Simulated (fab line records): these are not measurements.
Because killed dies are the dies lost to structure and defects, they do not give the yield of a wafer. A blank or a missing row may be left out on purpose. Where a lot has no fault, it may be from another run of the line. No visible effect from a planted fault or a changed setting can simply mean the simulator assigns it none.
fab line records	flow berkeleyCmos170
[record] lots = 5	wafers = 23
route steps=331 shown V1@264 M2@272 V2@294 M3@322
startH: start of the lot's first displayed wafer, in hours after the record's first day	waitH: how many hours have passed since the lot's step before this one	" unchanged from the row above	L1.1+2: a single row standing in for several wafers	- no value, or no start was given	* or withheld: withheld	< > ~ a bound
route shown NAME@n: a module of which the file shows steps, and the number in the route of the first	usual: mean/standard deviation taken from wafers without a fault	same: alike in all rows	chamber/n: place in a boat	sites: readings site by site	_std_site: standard deviation across them	_edge_site: the outer-site mean with the inner-site mean subtracted	radiusMm: how far each site lies from the wafer's centre	mask NAME#n: copy n	behind: the tool/chamber that last shaped the wafer	hold: reason for holding the lot/hours on hold/outcome of the hold	device: names the non-switching transistor (n, p or np)	end of line: tests run on the same wafers once the route is complete	where a step has no rows: the recipe by itself	killed: the dies lost at the first sort to structure and to defects; this is not the yield of the wafer	map: shows each die of a wafer: x if killed, . if not, _ if none is there
set.NAME: the setting that was run; set.NAME@STEP: the one run at that earlier step	model.NAME: the simulator's own value behind a step, which no gauge read
lots with deliberately changed settings; one table per step, one row per wafer
[[steps]]
[step UCB170_V1_PEB_10]
[recipe] pebTempC = 130	pebTimeS = withheld	resist = KrF
lot.wafer	tool	chamber	startH	waitH	set.pebTempC
L078.2+3+5	lithoTrack-04	0	199.66	0.3	127.4
L078.4+6	"	0	"	"	130
L076.1+4+5	lithoTrack-04	0	199.91	0.4	130
L076.3+6	"	0	"	"	127.8
L081.1+4+6	lithoTrack-02	0	208.19	0.4	130
L082.2+3+4+5+6	lithoTrack-04	0	210.10	0.1	130
L085.1+2+3	lithoTrack-03	0	228.67	0.3	130
L085.4+5	"	0	"	"	127.3
[step UCB170_V1_DEVELOP_11]
[recipe] developer = TMAH	developTimeS = 45	resist = KrF	devTempC = 21
[step UCB170_V1_CD_MEAS_12]
[recipe] targetCdNm = 700
[usual] cdNm = 699.8/0.99
lot.wafer	tool	chamber	startH	waitH	set.pebTempC@V1_PEB_10	cdNm
L078.2	cdSem-02	-	199.93	-	127.4	681.0
L078.3	"	-	"	"	127.4	680.4
L078.4	"	-	"	"	130	700.8
L078.5	"	-	"	"	127.4	679.9
L078.6	"	-	"	"	130	700.3
L076.1	cdSem-02	-	200.19	-	130	698.6
L076.3	"	-	"	"	127.8	682.3
L076.4	"	-	"	"	130	699.6
L076.5	"	-	"	"	130	698.8
L076.6	"	-	"	"	127.8	682.8
L081.1	cdSem-02	-	208.47	-	130	698.7
L081.4	"	-	"	"	130	700.1
L081.6	"	-	"	"	130	700.2
L082.2	cdSem-02	-	210.40	-	130	700.2
L082.3	"	-	"	"	130	701.0
L082.4	"	-	"	"	130	700.6
L082.5	"	-	"	"	130	701.4
L082.6	"	-	"	"	130	700.6
L085.1	cdSem-01	-	228.95	-	130	698.7
L085.2	"	-	"	"	130	698.2
L085.3	"	-	"	"	130	700.4
L085.4	"	-	"	"	127.3	679.5
L085.5	"	-	"	"	127.3	679.9
[step UCB170_V1_ETCH_14]
[recipe] chemistry = CHF3/CF4/Ar	target = SiO2	stopOn = Al	CHF3_flow_sccm = 45	cf4FlowSccm = 15	Ar_flow_sccm = 150	pressureMtorr = 200	rfW = 700	targetDepthA = 12500	overEtchFrac = 0.25	timeS = 291
lot.wafer	tool	chamber	startH	waitH	set.pebTempC@V1_PEB_10	model.V1.cdNm
L078.2	rieDiel-03	1	200.07	0.0	127.4	680.5
L078.3	"	3	"	"	127.4	679.4
L078.4	"	1	"	"	130	700
L078.5	"	2	"	"	127.4	678.6
L078.6	"	3	"	"	130	699.6
L076.1	rieDiel-02	0	200.34	0.0	130	696.9
L076.3	"	3	"	"	127.8	683.5
L076.4	"	2	"	"	130	699.2
L076.5	"	0	"	"	130	697
L076.6	"	3	"	"	127.8	683.1
L081.1	rieDiel-03	1	208.62	0.0	130	698.7
L081.4	"	3	"	"	130	699.6
L081.6	"	1	"	"	130	699.9
L082.2	rieDiel-01	0	210.54	0.0	130	699
L082.3	"	3	"	"	130	700.8
L082.4	"	0	"	"	130	699.9
L082.5	"	3	"	"	130	701.2
L082.6	"	2	"	"	130	700.2
L085.1	rieDiel-03	0	229.10	0.0	130	698.3
L085.2	"	2	"	"	130	697.1
L085.3	"	3	"	"	130	700.1
L085.4+5	"	3,2	"	"	127.3	677.7
[step UCB170_V1_STRIP_15]
[recipe] chemistry = O2	powerW = 400	pressureMtorr = 3500	platenTempC = withheld	o2FlowSccm = 400	overashFraction = 0.5
[step UCB170_V1_CD_MEAS_90]
[recipe] targetCdNm = 700
[usual] cdNm = 699.5/1.5
lot.wafer	tool	chamber	startH	waitH	set.pebTempC@V1_PEB_10	cdNm
L078.2	cdSem-01	-	200.37	0.1	127.4	680.2
L078.3	"	-	"	"	127.4	679.3
L078.4	"	-	"	"	130	699.7
L078.5	"	-	"	"	127.4	678.5
L078.6	"	-	"	"	130	699.6
L076.1	cdSem-01	-	200.62	0.1	130	697.2
L076.3	"	-	"	"	127.8	683.5
L076.4	"	-	"	"	130	699.4
L076.5	"	-	"	"	130	696.9
L076.6	"	-	"	"	127.8	682.9
L081.1	cdSem-01	-	208.90	0.1	130	698.5
L081.4	"	-	"	"	130	699.6
L081.6	"	-	"	"	130	699.9
L082.2	cdSem-01	-	210.84	0.1	130	699.1
L082.3	"	-	"	"	130	701.0
L082.4	"	-	"	"	130	699.6
L082.5	"	-	"	"	130	701.4
L082.6	"	-	"	"	130	700.5
L085.1	cdSem-01	-	229.38	0.1	130	698.4
L085.2	"	-	"	"	130	696.9
L085.3	"	-	"	"	130	700.0
L085.4	"	-	"	"	127.3	677.9
L085.5	"	-	"	"	127.3	677.7
[step UCB170_M2_SPUTTER_01]
[recipe] material = Al	targetThkNm = 900	timeS = 120	powerW = 6000	chamberPressurePa = 0.5
lot.wafer	tool	chamber	startH	waitH	set.powerW	model.Al_of_M2_SPUTTER_01.thkNm
L078.2	pvdSputter-01	-	200.53	0.0	6000	894.3
L078.3	"	-	"	"	6000	891.5
L078.4	"	-	"	"	6690	998.2
L078.5	"	-	"	"	6690	999.9
L078.6	"	-	"	"	6690	990.9
L076.1	pvdSputter-04	-	200.81	0.0	6000	907.2
L076.3	"	-	"	"	5737	868.9
L076.4	"	-	"	"	6000	897.9
L076.5	"	-	"	"	5737	855.1
L076.6	"	-	"	"	6000	907.6
L081.1	pvdSputter-01	-	209.09	0.0	6000	881.2
L081.4	"	-	"	"	6000	882.3
L081.6	"	-	"	"	6000	892.1
L082.2	pvdSputter-04	-	211.00	0.0	6000	904.1
L082.3	"	-	"	"	5351	814.7
L082.4	"	-	"	"	5351	797.7
L082.5	"	-	"	"	6000	911.4
L082.6	"	-	"	"	5351	810.9
L085.1	pvdSputter-04	-	229.57	0.0	6000	916.1
L085.2	"	-	"	"	6000	915
L085.3	"	-	"	"	6394	970.3
L085.4	"	-	"	"	6394	957
L085.5	"	-	"	"	6000	911.2
[step UCB170_M2_RS_MEAS_02]
[recipe] thkMeasGauge = four-point-probe	reads = Al_of_M2_SPUTTER_01
[usual] M2_AL_RS = 0.0323/0.00038
lot.wafer	tool	chamber	startH	waitH	set.powerW@M2_SPUTTER_01	M2_AL_RS[ohm/sq]
L078.2	filmMetro-01	-	200.64	0.1	6000	0.0324
L078.3	"	-	"	"	6000	0.0324
L078.4	"	-	"	"	6690	0.0290
L078.5	"	-	"	"	6690	0.0289
L078.6	"	-	"	"	6690	0.0292
L076.1	filmMetro-01	-	200.89	0.0	6000	0.0320
L076.3	"	-	"	"	5737	0.0334
L076.4	"	-	"	"	6000	0.0323
L076.5	"	-	"	"	5737	0.0338
L076.6	"	-	"	"	6000	0.0319
L081.1	filmMetro-04	-	209.17	0.0	6000	0.0328
L081.4	"	-	"	"	6000	0.0328
L081.6	"	-	"	"	6000	0.0324
L082.2	filmMetro-02	-	211.11	0.1	6000	0.0320
L082.3	"	-	"	"	5351	0.0356
L082.4	"	-	"	"	5351	0.0364
L082.5	"	-	"	"	6000	0.0318
L082.6	"	-	"	"	5351	0.0358
L085.1	filmMetro-01	-	229.65	0.0	6000	0.0317
L085.2	"	-	"	"	6000	0.0316
L085.3	"	-	"	"	6394	0.0298
L085.4	"	-	"	"	6394	0.0302
L085.5	"	-	"	"	6000	0.0318
[step UCB170_M2_THK_MEAS_03]
[recipe] thkMeasGauge = xrf	reads = Al_of_M2_SPUTTER_01
[usual] M2_AL_THK = 877/12
lot.wafer	tool	chamber	startH	waitH	set.powerW@M2_SPUTTER_01	M2_AL_THK[nm]
L078.2	filmMetro-01	-	200.75	0.1	6000	867
L078.3	"	-	"	"	6000	871
L078.4	"	-	"	"	6690	977
L078.5	"	-	"	"	6690	978
L078.6	"	-	"	"	6690	965
L076.1	filmMetro-01	-	201.01	0.1	6000	886
L076.3	"	-	"	"	5737	845
L076.4	"	-	"	"	6000	875
L076.5	"	-	"	"	5737	836
L076.6	"	-	"	"	6000	887
L081.1	filmMetro-04	-	209.29	0.1	6000	856
L081.4	"	-	"	"	6000	855
L081.6	"	-	"	"	6000	858
L082.2	filmMetro-02	-	211.22	0.1	6000	896
L082.3	"	-	"	"	5351	805
L082.4	"	-	"	"	5351	790
L082.5	"	-	"	"	6000	896
L082.6	"	-	"	"	5351	798
L085.1	filmMetro-01	-	229.77	0.1	6000	897
L085.2	"	-	"	"	6000	900
L085.3	"	-	"	"	6394	948
L085.4	"	-	"	"	6394	935
L085.5	"	-	"	"	6000	896
[step UCB170_V2_CMP_02]
[recipe] material = SiO2	downForcePsi = 6	platenRpm = 60	padVelocityMS = 0.75398
lot.wafer	tool	chamber	startH	waitH	set.leaveAboveRefNm	model.SiO2_of_V2_CVD_00.thkNm
L078.4+3	cmp-01	3,2	203.69	0.0	1053	1053
L078.2	"	1	"	"	1053	1055
L078.6	"	3	"	"	1000	1000
L078.5	"	0	"	"	1000	1002
L076.3	cmp-02	2	204.24	0.0	966.9	966.8
L076.4	"	3	"	"	966.9	966
L076.1	"	0	"	"	1000	999.7
L076.5	"	2	"	"	966.9	966.6
L076.6	"	3	"	"	1000	999.6
L081.1	cmp-02	1	213.03	0.1	1000	1001
L081.4	"	3	"	"	1000	1000
L081.6	"	1	"	"	1000	999.8
L082.2	cmp-01	3	214.64	0.0	1000	999.1
L082.3+6	"	1,0	"	"	1000	1001
L082.4+5	"	2,3	"	"	1071	1071
L085.2+3+5	cmp-02	3,0,0	232.53	0.0	1000	1001
L085.4+1	"	1,2	"	"	1055	1055
[step UCB170_V2_THK_MEAS_04]
[recipe] reads = SiO2_of_V2_CVD_00
[usual] V2_POLISHED_THK = 1000.4/0.98
lot.wafer	tool	chamber	startH	waitH	set.leaveAboveRefNm@V2_CMP_02	V2_POLISHED_THK[nm]
L078.2	filmMetro-02	-	204.12	0.1	1053	1054.8
L078.3	"	-	"	"	1053	1053.3
L078.4	"	-	"	"	1053	1053.0
L078.5	"	-	"	"	1000	1001.9
L078.6	"	-	"	"	1000	1000.8
L076.1	filmMetro-03	-	204.66	0.1	1000	1000.0
L076.3	"	-	"	"	966.9	966.9
L076.4	"	-	"	"	966.9	965.5
L076.5	"	-	"	"	966.9	966.1
L076.6	"	-	"	"	1000	999.6
L081.1	filmMetro-03	-	213.40	0.1	1000	1001.4
L081.4	"	-	"	"	1000	999.7
L081.6	"	-	"	"	1000	999.4
L082.2	filmMetro-04	-	215.07	0.1	1000	999.4
L082.3	"	-	"	"	1000	1001.2
L082.4	"	-	"	"	1071	1071.1
L082.5	"	-	"	"	1071	1071.6
L082.6	"	-	"	"	1000	1000.7
L085.1	filmMetro-03	-	232.95	0.1	1055	1055.0
L085.2	"	-	"	"	1000	1000.9
L085.3	"	-	"	"	1000	1001.5
L085.4	"	-	"	"	1055	1054.8
L085.5	"	-	"	"	1000	1001.0
[step UCB170_V2_SOFTBAKE_08]
[recipe] resist = KrF	tempC = 130	timeS = 60
lot.wafer	tool	chamber	startH	waitH	set.timeS
L078.2+6	lithoTrack-04	0	204.69	0.1	54.29
L078.3+4+5	"	0	"	"	60
L076.1+3+4+5+6	lithoTrack-03	0	205.68	0.1	60
L081.1+4+6	lithoTrack-01	0	214.12	0.1	60
L082.2+3+4+5+6	lithoTrack-03	0	215.77	0.1	60
L085.1+3	lithoTrack-04	0	233.79	0.1	55
L085.2+4+5	"	0	"	"	60
[step UCB170_V2_EXPOSE_09]
[recipe] maskId = VIA2	targetCdNm = 700	na = 0.5	sigmaOuter = 0.6	sourceShape = conventional	doseMj = 37
[step UCB170_V2_PEB_10]
[recipe] pebTempC = 128.8	pebTimeS = withheld	resist = KrF
[step UCB170_V2_ETCH_14]
[recipe] chemistry = CHF3/CF4/Ar	target = SiO2	stopOn = Al	CHF3_flow_sccm = 45	cf4FlowSccm = 15	Ar_flow_sccm = 150	pressureMtorr = 200	rfW = 700	targetDepthA = 12500	overEtchFrac = 0.25	timeS = 291
[usual] oesProductAu = 0.879/0.012
lot.wafer	tool	chamber	startH	waitH	set.leaveAboveRefNm@V2_CMP_02	oesProductAu	model.V2.featureDepthNm	model.etch.depthNm
L078.2	rieDiel-01	3	206.17	0.0	1053	0.932	1055	1055
L078.3	"	0	"	"	1053	0.908	1053	1053
L078.4	"	0	"	"	1053	0.905	1053	-
L078.5	"	3	"	"	1000	0.910	1002	-
L078.6	"	2	"	"	1000	0.880	1000	-
L076.1	rieDiel-03	1	206.89	0.0	1000	0.875	999.7	999.7
L076.3	"	3	"	"	966.9	0.850	966.8	966.8
L076.4	"	2	"	"	966.9	0.839	966	966
L076.5	"	1	"	"	966.9	0.861	966.6	966.6
L076.6	"	3	"	"	1000	0.874	999.6	999.6
L081.1	rieDiel-01	2	215.15	0.0	1000	0.884	1001	1001
L081.4	"	3	"	"	1000	0.896	1000	1000
L081.6	"	0	"	"	1000	0.876	999.8	999.8
L082.2	rieDiel-03	2	216.56	0.0	1000	0.866	999.1	999.1
L082.3	"	3	"	"	1000	0.870	1001	-
L082.4	"	1	"	"	1071	0.908	1071	-
L082.5	"	1	"	"	1071	0.915	1071	1071
L082.6	"	0	"	"	1000	0.867	1001	-
L085.1	rieDiel-01	2	234.64	0.0	1055	0.923	1056	1055
L085.2	"	0	"	"	1000	0.879	1001	1001
L085.3	"	2	"	"	1000	0.886	1002	-
L085.4	"	0	"	"	1055	0.910	1055	-
L085.5	"	0	"	"	1000	0.873	1001	1001
[step UCB170_M3_PEB_13]
[recipe] pebTempC = 130	pebTimeS = withheld	resist = KrF
lot.wafer	tool	chamber	startH	waitH	set.pebTempC
L078.2+3	lithoTrack-01	0	209.29	0.6	130
L078.4+5+6	"	0	"	"	126.4
L076.1+5+6	lithoTrack-03	0	210.16	0.1	132.7
L076.3+4	"	0	"	"	130
L081.1+4+6	lithoTrack-03	0	217.79	0.1	130
L082.2+4+6	lithoTrack-02	0	218.67	0.1	130
L082.3+5	"	0	"	"	131.1
L085.1+3+4	lithoTrack-02	0	236.89	0.1	132.7
L085.2+5	"	0	"	"	130
[step UCB170_M3_DEVELOP_14]
[recipe] developer = TMAH	developTimeS = 45	resist = KrF	devTempC = 21
[step UCB170_M3_CD_MEAS_15]
[recipe] targetCdNm = 700
[usual] cdNm = 699.5/1.5
lot.wafer	tool	chamber	startH	waitH	set.pebTempC@M3_PEB_13	cdNm
L078.2	cdSem-02	-	209.56	-	130	700.2
L078.3	"	-	"	"	130	699.5
L078.4	"	-	"	"	126.4	727.8
L078.5	"	-	"	"	126.4	727.1
L078.6	"	-	"	"	126.4	727.9
L076.1	cdSem-02	-	210.50	-	132.7	683.0
L076.3	"	-	"	"	130	698.9
L076.4	"	-	"	"	130	698.6
L076.5	"	-	"	"	132.7	681.8
L076.6	"	-	"	"	132.7	682.5
L081.1	cdSem-02	-	218.07	-	130	701.6
L081.4	"	-	"	"	130	701.3
L081.6	"	-	"	"	130	700.6
L082.2	cdSem-02	-	218.94	-	130	698.4
L082.3	"	-	"	"	131.1	689.4
L082.4	"	-	"	"	130	697.7
L082.5	"	-	"	"	131.1	690.5
L082.6	"	-	"	"	130	697.6
L085.1	cdSem-02	-	237.16	-	132.7	685.1
L085.2	"	-	"	"	130	701.9
L085.3	"	-	"	"	132.7	684.9
L085.4	"	-	"	"	132.7	685.6
L085.5	"	-	"	"	130	700.5
[step UCB170_M3_ETCH_17]
[recipe] chemistry = N2/H2	targetDepthA = withheld	overetchA = withheld	target = BARC	timeS = withheld	sourceW = 500	biasW = 100	pressureMtorr = 30	n2FlowSccm = 100	h2FlowSccm = 200
lot.wafer	tool	chamber	startH	waitH	set.pebTempC@M3_PEB_13	model.M3.cdNm
L078.2	rieDiel-04	0	209.69	0.0	130	700.2
L078.3	"	1	"	"	130	699.6
L078.4	"	2	"	"	126.4	728.6
L078.5	"	0	"	"	126.4	727
L078.6	"	1	"	"	126.4	727.9
L076.1	rieDiel-04	1	210.66	0.0	132.7	682.6
L076.3	"	0	"	"	130	699.5
L076.4	"	2	"	"	130	699.9
L076.5	"	1	"	"	132.7	681.4
L076.6	"	0	"	"	132.7	683.2
L081.1	rieDiel-02	1	218.22	0.0	130	701.2
L081.4	"	0	"	"	130	701.9
L081.6	"	0	"	"	130	701.4
L082.2	rieDiel-03	1	219.08	0.0	130	698.6
L082.3	"	2	"	"	131.1	688.6
L082.4	"	0	"	"	130	696.8
L082.5	"	3	"	"	131.1	690.1
L082.6	"	0	"	"	130	696.7
L085.1	rieDiel-04	1	237.32	0.0	132.7	684.2
L085.2	"	2	"	"	130	703
L085.3	"	3	"	"	132.7	685
L085.4	"	0	"	"	132.7	685.9
L085.5	"	0	"	"	130	700.1
[step UCB170_M3_METAL_ETCH_18]
[recipe] chemistry = Cl2/BCl3	target = Al	stopOn = SiO2	pressureMtorr = 12	targetDepthA = 11700	overEtchFrac = 0.3	timeS = 186.4	icpW = 600	biasW = 120	Cl2_flow_sccm = 90	bcl3FlowSccm = 45
lot.wafer	tool	chamber	startH	waitH	set.pebTempC@M3_PEB_13	model.M3.cdNm
L078.2	rieMetal-02	0	209.74	-	130	702.2
L078.3	"	1	"	"	130	702.1
L078.4	"	0	"	"	126.4	733.7
L078.5	"	0	"	"	126.4	732.3
L078.6	"	1	"	"	126.4	734.6
L076.1	rieMetal-01	1	210.70	-	132.7	682.6
L076.3	"	1	"	"	130	700.2
L076.4	"	0	"	"	130	698.3
L076.5	"	1	"	"	132.7	682.9
L076.6	"	0	"	"	132.7	681.4
L081.1	rieMetal-03	0	218.26	-	130	704.1
L081.4	"	0	"	"	130	705.6
L081.6	"	0	"	"	130	706.1
L082.2	rieMetal-01	0	219.18	-	130	698.7
L082.3	"	0	"	"	131.1	689.9
L082.4	"	0	"	"	130	695.2
L082.5	"	0	"	"	131.1	692.8
L082.6	"	0	"	"	130	697.1
L085.1	rieMetal-02	0	237.36	-	132.7	688.8
L085.2	"	1	"	"	130	704.2
L085.3	"	0	"	"	132.7	687.3
L085.4	"	1	"	"	132.7	689.9
L085.5	"	0	"	"	130	703.3
[step UCB170_M3_STRIP_19]
[recipe] chemistry = O2	powerW = 400	pressureMtorr = 3500	platenTempC = withheld	o2FlowSccm = 400	overashFraction = 0.5
[step UCB170_M3_CD_MEAS_90]
[recipe] targetCdNm = 700
[usual] cdNm = 702/3.3
lot.wafer	tool	chamber	startH	waitH	set.pebTempC@M3_PEB_13	cdNm
L078.2	cdSem-02	-	210.04	0.1	130	702
L078.3	"	-	"	"	130	702
L078.4	"	-	"	"	126.4	733
L078.5	"	-	"	"	126.4	732
L078.6	"	-	"	"	126.4	734
L076.1	cdSem-02	-	210.99	0.1	132.7	683
L076.3	"	-	"	"	130	700
L076.4	"	-	"	"	130	698
L076.5	"	-	"	"	132.7	683
L076.6	"	-	"	"	132.7	681
L081.1	cdSem-02	-	218.55	0.1	130	704
L081.4	"	-	"	"	130	706
L081.6	"	-	"	"	130	706
L082.2	cdSem-02	-	219.62	0.1	130	699
L082.3	"	-	"	"	131.1	690
L082.4	"	-	"	"	130	695
L082.5	"	-	"	"	131.1	693
L082.6	"	-	"	"	130	697
L085.1	cdSem-01	-	237.65	0.1	132.7	688
L085.2	"	-	"	"	130	704
L085.3	"	-	"	"	132.7	687
L085.4	"	-	"	"	132.7	690
L085.5	"	-	"	"	130	703
[[key]]
[split] step = UCB170_V1_PEB_10	setting = pebTempC	stated = 130	by = wafer
[response] step = UCB170_V1_CD_MEAS_12	reading = cdNm	change = +9.69	per = 1%	r = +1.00
[response] step = UCB170_V1_ETCH_14	reading = model.V1.cdNm	change = +9.68	per = 1%	r = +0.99
[response] step = UCB170_V1_CD_MEAS_90	reading = cdNm	change = +9.68	per = 1%	r = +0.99
[split] step = UCB170_M2_SPUTTER_01	setting = powerW	stated = 6000	by = wafer
[response] step = UCB170_M2_SPUTTER_01	reading = model.Al_of_M2_SPUTTER_01.thkNm	change = +8.93	per = 1%	r = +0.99
[response] step = UCB170_M2_RS_MEAS_02	reading = M2_AL_RS	change = -0.000323	per = 1%	r = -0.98
[response] step = UCB170_M2_THK_MEAS_03	reading = M2_AL_THK	change = +8.75	per = 1%	r = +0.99
[split] step = UCB170_V2_CMP_02	setting = leaveAboveRefNm	stated = 1000	by = wafer
[response] step = UCB170_V2_CMP_02	reading = model.SiO2_of_V2_CVD_00.thkNm	change = +9.93	per = 1%	r = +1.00
[response] step = UCB170_V2_THK_MEAS_04	reading = V2_POLISHED_THK	change = +9.92	per = 1%	r = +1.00
[response] step = UCB170_V2_ETCH_14	reading = oesProductAu	change = +0.00582	per = 1%	r = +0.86
[response] step = UCB170_V2_ETCH_14	reading = model.V2.featureDepthNm	change = +9.93	per = 1%	r = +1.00
[response] step = UCB170_V2_ETCH_14	reading = model.etch.depthNm	change = +10	per = 1%	r = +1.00
[split] step = UCB170_V2_SOFTBAKE_08	setting = timeS	stated = 60	by = wafer
response none clear
[split] step = UCB170_M3_PEB_13	setting = pebTempC	stated = 130	by = wafer
[response] step = UCB170_M3_CD_MEAS_15	reading = cdNm	change = -8.85	per = 1%	r = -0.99
[response] step = UCB170_M3_ETCH_17	reading = model.M3.cdNm	change = -9.08	per = 1%	r = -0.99
[response] step = UCB170_M3_METAL_ETCH_18	reading = model.M3.cdNm	change = -9.31	per = 1%	r = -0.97
[response] step = UCB170_M3_CD_MEAS_90	reading = cdNm	change = -9.23	per = 1%	r = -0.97
